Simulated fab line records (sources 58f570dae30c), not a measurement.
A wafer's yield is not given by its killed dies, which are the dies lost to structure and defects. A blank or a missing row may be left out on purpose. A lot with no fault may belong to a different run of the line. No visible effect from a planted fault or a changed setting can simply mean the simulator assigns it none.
Commonality check across tools    flow berkeley cmos170    Lots sampled 14, wafers sampled 42

== WHY THIS WAS OPENED ==
UCB170_V1_THK_MEAS_04, reading V1_POLISHED_THK: flagged on 2 of 14 lots. Wafers without a fault read 1000.4 nm, standard deviation 1.1.
Rule: a lot gets a flag if all its wafers with a number sit over 4 standard deviations from that mean, or if no wafer of it has a number. The rest of the lots are taken to be sound.

lot   measured      on             V1_POLISHED_THK (nm), wafer by wafer  flag
L289  day 8 18:40   film metro-04  1002.0 1000.7 1002.3                  
L292  day 9 14:28   film metro-03  1001.9 1001.0 1001.0                  
L291  day 9 19:34   film metro-03  1001.0 1000.9 1000.6                  
L294  day 9 19:52   film metro-01  999.7 1001.6 1000.4                   
L296  day 10 08:39  film metro-01  999.0 999.2 1000.7                    
L299  day 10 10:00  film metro-03  998.5 1002.0 1000.3                   
L298  day 10 10:11  film metro-03  998.5 997.2 999.0                     
L300  day 10 19:29  film metro-01  2008.3 2012.8 2043.4                  FLAGGED
L301  day 10 20:42  film metro-03  1975.7 1979.1 1994.9                  FLAGGED
L303  day 11 11:40  film metro-04  1002.1 1001.1 1002.6                  
L305  day 11 15:05  film metro-04  999.5 1000.9 1000.8                   
L306  day 11 15:23  film metro-01  1001.0 1000.7 1000.1                  
L307  day 12 17:01  film metro-01  1000.4 1001.1 1002.1                  
L311  day 12 23:02  film metro-04  1001.7 1001.0 999.1                   
Averaged over the flagged lots the numbers come to 2002.4 nm, +1002.0 nm from the usual (+99 or more standard deviations).

== TOOL THAT RAN EACH LOT ==
Before the reading, the record contains 4 process steps out of a 331-step route. Cell contents, in order: the tool; ch with the chambers the sampled wafers went through; the start.
lot   flag     UCB170_SDANNEAL_RTA_01            UCB170_M1_SPUTTER_00          UCB170_M1_METAL_ETCH_12            UCB170_V1_CMP_02
L289           rtp anneal-01 ch 0, day 8 06:11   pvd sputter-03, day 8 14:27   rie metal-03 ch 0,1, day 8 16:21   cmp-02 ch 1,2,3, day 8 18:22
L292           rtp anneal-01 ch 0, day 8 22:37   pvd sputter-01, day 9 08:54   rie metal-03 ch 0,1, day 9 12:11   cmp-01 ch 1,2,3, day 9 14:08
L291           rtp anneal-01 ch 0, day 8 23:39   pvd sputter-01, day 9 09:57   rie metal-03 ch 0,1, day 9 15:06   cmp-02 ch 1,2,3, day 9 19:12
L294           rtp anneal-02 ch 0, day 8 23:41   pvd sputter-03, day 9 10:11   rie metal-04 ch 0,1, day 9 15:13   cmp-02 ch 1,2,3, day 9 19:27
L296           rtp anneal-02 ch 0, day 9 18:34   pvd sputter-03, day 10 02:50  rie metal-03 ch 0,1, day 10 05:13  cmp-01 ch 0,1,3, day 10 08:16
L299           rtp anneal-02 ch 0, day 9 21:51   pvd sputter-03, day 10 05:38  rie metal-01 ch 0,1, day 10 07:07  cmp-01 ch 0,2,3, day 10 09:40
L298           rtp anneal-01 ch 0, day 9 22:31   pvd sputter-02, day 10 05:53  rie metal-04 ch 0,1, day 10 07:20  cmp-02 ch 0,1,3, day 10 09:43
L300  FLAGGED  rtp anneal-02 ch 0, day 10 06:22  pvd sputter-03, day 10 15:04  rie metal-04 ch 0,1, day 10 17:02  cmp-02 ch 0,3, day 10 19:04
L301  FLAGGED  rtp anneal-01 ch 0, day 10 05:56  pvd sputter-02, day 10 15:16  rie metal-03 ch 0,1, day 10 17:07  cmp-01 ch 0,2,3, day 10 20:16
L303           rtp anneal-01 ch 0, day 11 02:05  pvd sputter-02, day 11 07:36  rie metal-01 ch 0,1, day 11 09:20  cmp-02 ch 1,2,3, day 11 11:14
L305           rtp anneal-02 ch 0, day 11 02:37  pvd sputter-02, day 11 09:51  rie metal-01 ch 0,1, day 11 11:26  cmp-02 ch 0,3, day 11 14:41
L306           rtp anneal-01 ch 0, day 11 02:53  pvd sputter-03, day 11 10:02  rie metal-04 ch 0,1, day 11 11:47  cmp-02 ch 2,3, day 11 14:56
L307           rtp anneal-01 ch 0, day 12 04:06  pvd sputter-02, day 12 12:07  rie metal-03 ch 0,1, day 12 13:29  cmp-01 ch 0,1,3, day 12 16:41
L311           rtp anneal-01 ch 0, day 12 12:28  pvd sputter-03, day 12 19:18  rie metal-01 ch 0,1, day 12 20:43  cmp-02 ch 0,1,3, day 12 22:37
What is done by these steps:
- UCB170_SDANNEAL_RTA_01: time 5 s.
- UCB170_M1_SPUTTER_00: material Al, target thk 600 nm, time 80 s.
- UCB170_M1_METAL_ETCH_12: etches Al in Cl2/BCl3, stops on PSG, target depth 780 nm, time 130 s.
- UCB170_V1_CMP_02: polishes SiO2.
- UCB170_V1_THK_MEAS_04

== FLAGGED AGAINST TOTAL, ONE TOOL AT A TIME (gauges that did the reading follow at the end) ==
step                     tool            lots run  flagged  share of the flagged lots  sound lots run after its first flagged lot
UCB170_SDANNEAL_RTA_01   rtp anneal-01   9         1        some                       4 (L303,L306,L307,L311)
UCB170_SDANNEAL_RTA_01   rtp anneal-02   5         1        some                       1 (L305)
UCB170_M1_SPUTTER_00     pvd sputter-01  2         0        none                       -
UCB170_M1_SPUTTER_00     pvd sputter-02  5         1        some                       3 (L303,L305,L307)
UCB170_M1_SPUTTER_00     pvd sputter-03  7         1        some                       2 (L306,L311)
UCB170_M1_METAL_ETCH_12  rie metal-01    4         0        none                       -
UCB170_M1_METAL_ETCH_12  rie metal-03    6         1        some                       1 (L307)
UCB170_M1_METAL_ETCH_12  rie metal-04    4         1        some                       1 (L306)
UCB170_V1_CMP_02         cmp-01          5         1        some                       1 (L307)
UCB170_V1_CMP_02         cmp-02          9         1        some                       4 (L303,L305,L306,L311)
UCB170_V1_THK_MEAS_04    film metro-01   5         1        some                       2 (L306,L307)
UCB170_V1_THK_MEAS_04    film metro-03   5         1        some                       0
UCB170_V1_THK_MEAS_04    film metro-04   4         0        none                       -

== THE TABLE: WHAT IT ALLOWS ==
No row of the table ran every flagged lot.

== WHAT THE SIMULATOR HAD PUT IN ==
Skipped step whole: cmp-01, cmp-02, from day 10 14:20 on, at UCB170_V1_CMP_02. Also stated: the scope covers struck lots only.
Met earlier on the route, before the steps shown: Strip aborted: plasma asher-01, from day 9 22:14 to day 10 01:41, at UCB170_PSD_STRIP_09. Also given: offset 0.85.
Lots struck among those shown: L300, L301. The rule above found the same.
